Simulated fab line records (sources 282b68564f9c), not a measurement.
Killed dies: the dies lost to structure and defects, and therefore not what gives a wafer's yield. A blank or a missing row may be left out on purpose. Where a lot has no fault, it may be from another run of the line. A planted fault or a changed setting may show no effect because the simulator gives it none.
Comparing a struck lot with a sound one :: flow ritCmos :: 23 out of 202 route steps
Sound: the wafers L936.4, L936.5, L936.6. Struck: wafers L940.2, L940.3, L940.4. At the end, the cause is stated.
Order at every step that has rows: each side's tool, ch and its chambers, its first start. Under that, the readings that differ: sound wafers :: struck wafers :: difference of the means :: sigmas: that difference in standard deviations of wafers without a fault.
alike: same words and numbers on both sides, and readings whose means sit less than 2 such deviations apart. not compared: any withheld reading, any reading some wafer has no value for, any bound like >300 that may hide the same value, and any number with overlapping values for which the record gives no deviation.
The two part at a step that has a row with sigmas, a row that says differs or no value, or rows on one side only. Numbers that have no deviation but don't overlap get no sigmas and don't part them. Lack of a reading on every wafer of one side parts them only where that side has two or more wafers.

RIT_CONTACT_CD_MEAS_08: target cd 1000 nm.
  sound on cdSem-01 at day 4 07:23; struck on cdSem-01 at day 5 04:08
reading: cdNm (nm)
sound: 1002.9 1004.7 1003.6
struck: 999.0 998.8 999.9
difference: -4.5
sigmas: -2
RIT_CONTACT_OVL_MEAS_09:
  sound on overlay-01 at day 4 07:28; struck on overlay-02 at day 5 04:14
  alike: CONTACT_OVL
then, 1 step without rows for these wafers: RIT_CONTACT_HARDBAKE_10 (time 60 s).
RIT_CONTACT_ETCH_11: etches SiO2 in CHF3/CF4/Ar, stops on TiSi2, target depth 480 nm, time 320 s.
  sound on rieDiel-01 ch 0,1,2, day 4 07:47; struck on rieDiel-01 ch 0,2,3, day 5 04:25
reading: rfHoursCounterH (h)
sound: - - -
struck: 102 92 8
difference: no value on the sound wafers
sigmas: 
  alike: drypumpMotorCurrentA, oesProductAu, throttleValvePct
RIT_CONTACT_STRIP_12: strips in O2, time 180 s.
  sound on plasmaAsher-03 ch 0,1, day 4 07:56; struck on plasmaAsher-04 ch 0,1, day 5 04:37
reading: drypumpMotorCurrentA (A)
sound: 6.07 6.08 5.79
struck: 5.44 5.55 5.45
difference: -0.50
sigmas: -2
  alike: o2FlowSccm
  not compared: rfHoursCounterH
RIT_CONTACT_CD_MEAS_90: target cd 1000 nm.
  sound on cdSem-01 at day 4 08:07; struck on cdSem-02 at day 5 04:49
reading: cdNm (nm)
sound: 1002.8 1005.2 1003.1
struck: 999.5 999.0 999.4
difference: -4.4
sigmas: -2
then, 2 steps without rows for these wafers: RIT_CONTACT_CLEAN_13 (cleans in SC1, time 617.9 s); RIT_CONTACT_CLEAN_14 (cleans in SC2, time 600 s).
RIT_M1_SPUTTER_00: material Al, target thk 400 nm, time 500 s.
  sound on pvdSputter-04 at day 4 08:31; struck on pvdSputter-02 at day 5 05:16
  alike: throttleValvePct
RIT_M1_RS_MEAS_01: measures by four-point-probe.
  sound on filmMetro-02 at day 4 08:53; struck on filmMetro-02 at day 5 05:34
  alike: M1_AL_RS
RIT_M1_THK_MEAS_02: measures by xrf.
  sound on filmMetro-02 at day 4 08:58; struck on filmMetro-02 at day 5 05:41
  alike: M1_AL_THK
then, 1 step without rows for these wafers: RIT_M1_HMDS_03 (prime time 60 s).
RIT_M1_COAT_04: resist thk 1300 nm.
  sound on lithoTrack-02 ch 0, day 4 09:13; struck on lithoTrack-02 ch 0, day 5 05:55
reading: spinSpeedRpm (rpm)
sound: 1999.4 2000.1 1998.9
struck: 1852.0 1853.1 1851.8
difference: -147.2
sigmas: -99 or more

reading: model.NOVOLAK_of_M1_COAT_04.thkNm (nm)
sound: 1306 1308 1308
struck: 1354 1354 1352
difference: +46
sigmas: 
then, 4 steps without rows for these wafers: RIT_M1_SOFTBAKE_05 (time 60 s); RIT_M1_EXPOSE_06 (exposes mask M12, target cd 2600 nm); RIT_M1_PEB_07; RIT_M1_DEVELOP_08 (develop time 68 s).
RIT_M1_CD_MEAS_09: target cd 2600 nm.
  sound on cdSem-01 at day 4 10:04; struck on cdSem-02 at day 5 06:50
  alike: cdNm
RIT_M1_OVL_MEAS_10:
  sound on overlay-02 at day 4 10:08; struck on overlay-01 at day 5 06:56
reading: M1_OVL (nm)
sound: 1.3 1.8 1.1
struck: -2.9 -2.4 -1.3
difference: -3.6
sigmas: -2
then, 1 step without rows for these wafers: RIT_M1_HARDBAKE_11 (time 120 s).
RIT_M1_METAL_ETCH_12: etches Al in Cl2/BCl3, stops on SiO2, time 165 s, target depth 600 nm.
  sound on rieMetal-01 ch 0,1, day 4 10:28; struck on rieMetal-02 ch 0,1, day 5 07:13
reading: model.NOVOLAK_of_M1_COAT_04.thkNm (nm)
sound: 799.6 798.2 804.4
struck: 846.5 835.3 844.5
difference: +41.4
sigmas: 
  alike: drypumpMotorCurrentA, mfcCl2Sccm, oesProductAu, throttleValvePct
  not compared: rfHoursCounterH
then, 1 step without rows for these wafers: RIT_M1_STRIP_13 (strips in nmp, time 600 s).
RIT_M1_PROBE_99:
  sound on prober-02 at day 4 12:49; struck on prober-02 at day 5 09:31
  alike: defectLimitedYield, killedAtContacts, killedAtFrontEnd, killedDies, killedOpen, killedShort, sort_bin_3_pad_short, sort_bin_5_function, sort_bin_6_memory, sortNPass, sortYieldPct

## WHERE THEY PART
Last at RIT_M1_OVL_MEAS_10 as far as this record goes, first at RIT_CONTACT_CD_MEAS_08. Later steps at which nothing parts them and some readings are alike: RIT_M1_METAL_ETCH_12, RIT_M1_PROBE_99.

WHY: what had been put in by the simulator
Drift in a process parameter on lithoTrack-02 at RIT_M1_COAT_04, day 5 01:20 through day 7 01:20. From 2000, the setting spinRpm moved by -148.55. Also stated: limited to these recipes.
